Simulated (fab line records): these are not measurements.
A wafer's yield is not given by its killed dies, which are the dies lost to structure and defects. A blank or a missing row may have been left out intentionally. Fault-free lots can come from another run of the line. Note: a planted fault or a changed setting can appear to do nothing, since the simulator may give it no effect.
A lot that was struck, set against a sound lot / flow rit-cmos / 15 out of 202 route steps
Sound: the wafers L301.1, L301.2, L301.6. Wafers L309.1, L309.3, L309.6 were the ones struck. The cause comes at the end.
Per side, at each step with rows, come the tool, then ch with its chambers, and then its first start. Under that, the readings that differ: sound wafers / struck wafers / difference of the means / sigmas: that difference in standard deviations of wafers without a fault.
alike: readings whose means differ by less than 2 such deviations, and words and numbers that are the same on both sides. not compared: withheld readings, readings that some wafer has no value for, bounds like >300 that may hide the same value, and numbers for which the record gives no deviation and whose values overlap.
Wherever a step has rows on one side only, a row that says differs or no value, or a row with sigmas, the two part there. When numbers do not overlap yet have no deviation, they are printed without sigmas and do not part them. A reading that every wafer of one side lacks parts them only if that side has two wafers or more.

RIT_M1_SPUTTER_00: material Al, target thk 400 nm, time 500 s.
  sound on pvd-sputter-03 at day 3 14:07; struck on pvd-sputter-03 at day 5 11:31
  alike: chamber-pressure-pa, throttle-valve-pct
RIT_M1_RS_MEAS_01: measures by four-point-probe.
  sound on film-metro-02 at day 3 14:25; struck on film-metro-01 at day 5 11:49
  alike: M1_AL_RS
RIT_M1_THK_MEAS_02: measures by xrf.
  sound on film-metro-02 at day 3 14:32; struck on film-metro-01 at day 5 11:56
  alike: M1_AL_THK
then, 6 steps without rows for these wafers: RIT_M1_HMDS_03 (prime time 60 s); RIT_M1_COAT_04 (resist thk 1300 nm); RIT_M1_SOFTBAKE_05 (time 60 s); RIT_M1_EXPOSE_06 (exposes mask M12, target cd 2600 nm); RIT_M1_PEB_07; RIT_M1_DEVELOP_08 (develop time 68 s).
RIT_M1_CD_MEAS_09: the cd target is 2600 nm.
  sound on cd-sem-02 at day 3 15:28; struck on cd-sem-01 at day 5 13:07
reading=cd-nm (nm); sound=2599.1 2600.4 2600.4; struck=2596.2 2595.8 2595.9; difference=-4.0; sigmas=-2
RIT_M1_OVL_MEAS_10:
  sound on overlay-01 at day 3 15:35; struck on overlay-02 at day 5 13:14
  alike: M1_OVL
then, 1 step without rows for these wafers: RIT_M1_HARDBAKE_11 (time 120 s).
RIT_M1_METAL_ETCH_12: etches Al in Cl2/BCl3, stops on SiO2, time 165 s, target depth 600 nm.
  sound on rie-metal-02 ch 0,1, day 3 15:53; struck on rie-metal-04 ch 0,1, day 5 13:32
reading=oes-product-au (a.u.); sound=0.792 0.788 0.803; struck=0.980 0.977 0.953; difference=+0.176; sigmas=+16
reading=run-length-s (s); sound=193.4 193.2 193.8; struck=167.1 166.0 167.0; difference=-26.8; sigmas=-49
reading=model.NOVOLAK_of_M1_COAT_04.thk-nm (nm); sound=805.3 803.2 800.5; struck=862 859 864.4; difference=+59; sigmas=
  alike: drypump-motor-current-A, throttle-valve-pct
  not compared: rf-hours-counter-h
then, 1 step without rows for these wafers: RIT_M1_STRIP_13 (strips in nmp, time 600 s).
RIT_M1_PROBE_99:
  sound on prober-01 at day 3 18:08; struck on prober-01 at day 5 17:12
  alike: defect-limited-yield, killed-at-contacts, killed-at-front-end, killed-dies, killed-open, killed-short, sort_bin_3_pad_short, sort_bin_5_function, sort_bin_6_memory, sort-n-pass, sort-yield-pct
  not compared: model.etest.antenna-m1.vt-shift-v

WHERE THEY PART
Earliest at RIT_M1_CD_MEAS_09; latest, in this record, at RIT_M1_METAL_ETCH_12. Later steps at which nothing parts them and some readings are alike: RIT_M1_PROBE_99.

WHY: what the simulator had put in
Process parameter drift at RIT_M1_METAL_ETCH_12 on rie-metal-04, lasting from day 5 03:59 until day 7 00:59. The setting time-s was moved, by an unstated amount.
